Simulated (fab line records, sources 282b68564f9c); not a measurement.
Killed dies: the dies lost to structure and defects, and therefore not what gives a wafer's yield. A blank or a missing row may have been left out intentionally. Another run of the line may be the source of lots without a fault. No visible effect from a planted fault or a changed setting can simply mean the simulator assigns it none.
Which tool is to blame?	flow rit_cmos	Sampling: 14 lots, 42 wafers, 4 of 202 route steps

## WHAT THE GAUGES SHOWED, per wafer
RIT_ACTIVE_BOW_MEAS_00.
lot	measured	on	INCOMING_BOW (um)
L883	day 1 10:01	film_metro-02	-8 8 7
L884	day 1 15:02	film_metro-04	3 13 -1
L886	day 2 01:00	film_metro-02	-2 0 5
L888	day 2 11:00	film_metro-02	7 -12 -15
L890	day 2 21:00	film_metro-02	8 6 3
L891	day 3 02:00	film_metro-02	0 7 6
L894	day 3 17:00	film_metro-02	-6 -3 -2
L895	day 3 22:00	film_metro-03	-6 -1 0
L896	day 4 03:02	film_metro-03	-2 3 -1
L898	day 4 13:00	film_metro-04	0 12 -1
L901	day 5 04:01	film_metro-03	0 4 7
L903	day 5 14:02	film_metro-03	13 4 11
L904	day 5 19:01	film_metro-03	-4 -7 12
L906	day 6 05:00	film_metro-04	12 8 0

RIT_M1_CD_MEAS_09: the cd target is 2600 nm.
lot	measured	on	cd_nm (nm)
L883	day 3 21:48	cd_sem-02	2600.3 2600.8 2603.8
L884	day 4 00:17	cd_sem-02	2601.9 2599.3 2600.8
L886	day 4 05:00	cd_sem-02	2600.6 2597.8 2597.2
L888	day 4 13:16	cd_sem-01	2602.2 2603.3 2601.2
L894	day 5 23:22	cd_sem-02	2603.5 2600.9 2599.1
L895	day 6 01:48	cd_sem-02	2604.2 2603.5 2603.9
L896	day 6 06:08	cd_sem-01	2600.9 2600.1 2599.7
L898	day 6 17:58	cd_sem-01	2599.4 2599.5 2598.6
L901	day 7 09:28	cd_sem-01	2599.2 2597.1 2598.8
L903	day 7 12:43	cd_sem-01	2602.3 2601.1 2600.8
L904	day 7 21:28	cd_sem-01	2598.2 2595.6 2594.8
L906	day 8 07:32	cd_sem-01	2601.8 2601.7 2603.6

## WHICH TOOL RAN EACH LOT (tool, then ch and the chambers of the sampled wafers, then the start)
lot	RIT_ACTIVE_EXPOSE_08	RIT_PLDD_STRIP_09
L883	iline_stepper-02 ch 0, day 1 19:14	plasma_asher-01 ch 0,1, day 3 10:11
L884	iline_stepper-01 ch 0, day 1 19:30	plasma_asher-02 ch 0,1, day 3 12:55
L886	iline_stepper-01 ch 0, day 2 07:30	plasma_asher-01 ch 0,1, day 3 17:26
L888	iline_stepper-01 ch 0, day 2 15:34	plasma_asher-03 ch 0,1, day 4 02:08
L890	iline_stepper-02, day 3 03:06	-
L891	iline_stepper-01, day 3 06:43	-
L894	iline_stepper-02 ch 0, day 3 21:04	plasma_asher-01 ch 0,1, day 5 12:23
L895	iline_stepper-01 ch 0, day 4 02:10	plasma_asher-02 ch 0,1, day 5 14:45
L896	iline_stepper-02 ch 0, day 4 08:49	plasma_asher-01 ch 0,1, day 5 19:06
L898	iline_stepper-01 ch 0, day 4 17:53	plasma_asher-01 ch 0,1, day 6 06:43
L901	iline_stepper-02 ch 0, day 5 11:02	plasma_asher-02 ch 0,1, day 6 22:24
L903	iline_stepper-01 ch 0, day 5 18:28	plasma_asher-02 ch 0,1, day 7 01:45
L904	iline_stepper-02 ch 0, day 6 01:14	plasma_asher-03 ch 0,1, day 7 10:05
L906	iline_stepper-02 ch 0, day 6 12:18	plasma_asher-03 ch 0,1, day 7 20:30
- RIT_ACTIVE_EXPOSE_08: exposes mask M1, target cd 1400 nm.
- RIT_PLDD_STRIP_09: strips in O2, time 180 s.

## WHAT THE TOOLS THEMSELVES READ (means of the sampled wafers that have a number; where no wafer has one, the mark that the record gives instead)
RIT_ACTIVE_EXPOSE_08.
lot	tool	exposure_dose_mJ_cm2	focus_offset_nm (nm)
L883	iline_stepper-02	224.93	-0.0
L884	iline_stepper-01	225.09	0.0
L886	iline_stepper-01	224.95	-0.2
L888	iline_stepper-01	224.85	0.4
L890	iline_stepper-02	-	-
L891	iline_stepper-01	-	-
L894	iline_stepper-02	224.75	0.3
L895	iline_stepper-01	224.69	-0.5
L896	iline_stepper-02	225.01	0.3
L898	iline_stepper-01	224.94	-0.5
L901	iline_stepper-02	225.20	-0.3
L903	iline_stepper-01	224.97	0.3
L904	iline_stepper-02	225.07	0.0
L906	iline_stepper-02	224.69	0.1

RIT_PLDD_STRIP_09.
lot	tool	drypump_motor_current_A (A)
L883	plasma_asher-01	5.9
L884	plasma_asher-02	6.4
L886	plasma_asher-01	5.8
L888	plasma_asher-03	5.2
L894	plasma_asher-01	5.9
L895	plasma_asher-02	6.4
L896	plasma_asher-01	5.9
L898	plasma_asher-01	5.8
L901	plasma_asher-02	6.4
L903	plasma_asher-02	6.4
L904	plasma_asher-03	5.1
L906	plasma_asher-03	5.2

## THE ANSWER, worked out from the rows above alone
Rule: the lots themselves supply what counts as usual. Put in order of their means at a reading, lots are off if they are a third of the lots or fewer, leave a main group of 4 or more, and stand apart from it by a gap of 3 or more times the standard deviation of the main group's means; of several such gaps the widest counts. A main group whose means are all the same, to the digits that the tables above print for the reading, isn't used. Also off: a lot with no number at a reading for which 4 or more lots have one. Any other lot the step has rows for is counted as sound. Order of review: gauges by route order, followed by the tools' own readings, for which a lot's mean as printed above is used. At the first step where some lot is off, the reading lying furthest off is the one used; lots without a number count as furthest.
Off: L890, L891, at RIT_ACTIVE_EXPOSE_08 (exposure_dose_mJ_cm2). Without a number there: L890, L891. The main group has a mean of 224.93 with a standard deviation of 0.15.
If a tool, at that step or one of the process steps before it, ran each lot that is off and ran no sound lot following the first of them, it fits. None of those tried fits.

## WHAT THE SIMULATOR HAD PUT IN
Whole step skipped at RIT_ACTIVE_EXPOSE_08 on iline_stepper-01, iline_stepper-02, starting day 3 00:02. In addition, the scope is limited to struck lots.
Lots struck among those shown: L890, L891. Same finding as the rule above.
